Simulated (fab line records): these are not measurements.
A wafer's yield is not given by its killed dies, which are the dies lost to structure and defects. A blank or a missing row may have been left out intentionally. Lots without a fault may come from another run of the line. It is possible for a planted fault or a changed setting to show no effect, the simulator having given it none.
Struck lot and sound lot, side by side || flow berkeley_cmos170 || 23 steps out of a route of 331
Sound: wafers L866.2, L866.4, L866.5. Wafers L875.2, L875.3, L875.4 were the ones struck. The cause comes at the end.
For every step that has rows: the tool of each side, followed by ch and its chambers, followed by its first start. Under that, the readings that differ: sound wafers || struck wafers || difference of the means || sigmas: that difference in standard deviations of wafers without a fault.
alike: readings whose means differ by less than 2 such deviations, and words and numbers that are the same on both sides. not compared: withheld readings, readings that some wafer has no value for, bounds like >300 that may hide the same value, and numbers for which the record gives no deviation and whose values overlap.
The two part at a step that has a row with sigmas, a row that says differs or no value, or rows on one side only. Numbers that don't overlap but have no deviation are shown without sigmas and don't part them. A reading missing from all wafers of one side parts the sides only when that side holds two or more wafers.

first, 6 steps without rows for these wafers: UCB170_ZERO_HMDS_00 (prime time 60 s); UCB170_ZERO_COAT_01 (resist thk 900 nm); UCB170_ZERO_SOFTBAKE_02 (time 60 s); UCB170_ZERO_EXPOSE_03 (exposes mask PM MARKS, target cd 4000 nm); UCB170_ZERO_PEB_04; UCB170_ZERO_DEVELOP_05 (develop time 45 s).
UCB170_ZERO_ETCH_06: etches SiO2 in CHF3/CF4/Ar, time 12 s.
  sound on rie_diel-02 ch 0,1,2, day 3 00:59; struck on rie_diel-02 ch 0,1,2, day 4 21:48
  alike: drypump_motor_current_A, oes_product_au, throttle_valve_pct
  not compared: rf_hours_counter_h
UCB170_ZERO_STRIP_07: strips in O2.
  sound on plasma_asher-02 ch 0,1, day 3 01:01; struck on plasma_asher-02 ch 0,1, day 4 21:49
  alike: drypump_motor_current_A, oes_product_au, strip_time_to_endpoint_s
  not compared: rf_hours_counter_h
then, 2 steps without rows for these wafers: UCB170_NWELL_WET_ETCH_00 (etches SiO2 in dHF, time 200 s); UCB170_NWELL_OXIDATION_01 (target thk 26.4 nm, ox time 1260 s).
UCB170_NWELL_THK_MEAS_02:
  struck on film_metro-01, day 5 04:11; sound on film_metro-01, day 3 07:36
  alike: NWELL_OXIDE_THK
then, 1 step without rows for these wafers: UCB170_NWELL_ANNEAL_03 (time 900 s).
UCB170_NWELL_CVD_04: deposits Si3N4 from SiH2Cl2/NH3, target thk 224 nm, time 3212 s.
  sound on lpcvd-01 ch 0, day 3 14:08; struck on lpcvd-02 ch 1, day 5 10:09
{"reading": "model.Si3N4_of_NWELL_CVD_04.thk_nm (nm)", "sound": "213.1 214.8 213.4", "struck": "315.2 317 317.7", "difference": "+102.9", "sigmas": ""}
UCB170_NWELL_THK_MEAS_05:
  struck on film_metro-01, day 5 12:05; sound on film_metro-04, day 3 17:07
{"reading": "NWELL_NITRIDE_THK (nm)", "sound": "212.9 214.7 213.2", "struck": "315.1 317.3 317.8", "difference": "+103.1", "sigmas": "+64"}
then, 6 steps without rows for these wafers: UCB170_NWELL_HMDS_06 (prime time 60 s); UCB170_NWELL_COAT_07 (resist thk 900 nm); UCB170_NWELL_SOFTBAKE_08 (time 60 s); UCB170_NWELL_EXPOSE_09 (exposes mask NWELL, target cd 3000 nm); UCB170_NWELL_PEB_10; UCB170_NWELL_DEVELOP_11 (develop time 45 s).
UCB170_NWELL_OVL_MEAS_12:
  struck on overlay-01, day 5 13:31; sound on overlay-02, day 3 18:32
  alike: NWELL_OVL
UCB170_NWELL_ETCH_13: etches Si3N4 in CH3F/Ar/O2, stops on SiO2, target depth 246.4 nm, time 154 s.
  sound on rie_diel-02 ch 0,3, day 3 18:34; struck on rie_diel-03 ch 0,1,3, day 5 13:33
{"reading": "oes_product_au (a.u.)", "sound": "0.915 0.949 0.945", "struck": "0.983 1.013 1.000", "difference": "+0.062", "sigmas": "+4"}
{"reading": "model.etch.depth_nm (nm)", "sound": "213.1 214.8 213.4", "struck": "246.2 242.1 244.6", "difference": "+30.5", "sigmas": ""}
  alike: CH3F_flow_sccm, drypump_motor_current_A, throttle_valve_pct
  not compared: rf_hours_counter_h
next, for these wafers, 1 step has no rows: UCB170_NWELL_IMPLANT_14.

## WHERE THEY PART
Earliest at UCB170_NWELL_THK_MEAS_05; latest, in this record, at UCB170_NWELL_ETCH_13.

WHY: what the simulator had put in
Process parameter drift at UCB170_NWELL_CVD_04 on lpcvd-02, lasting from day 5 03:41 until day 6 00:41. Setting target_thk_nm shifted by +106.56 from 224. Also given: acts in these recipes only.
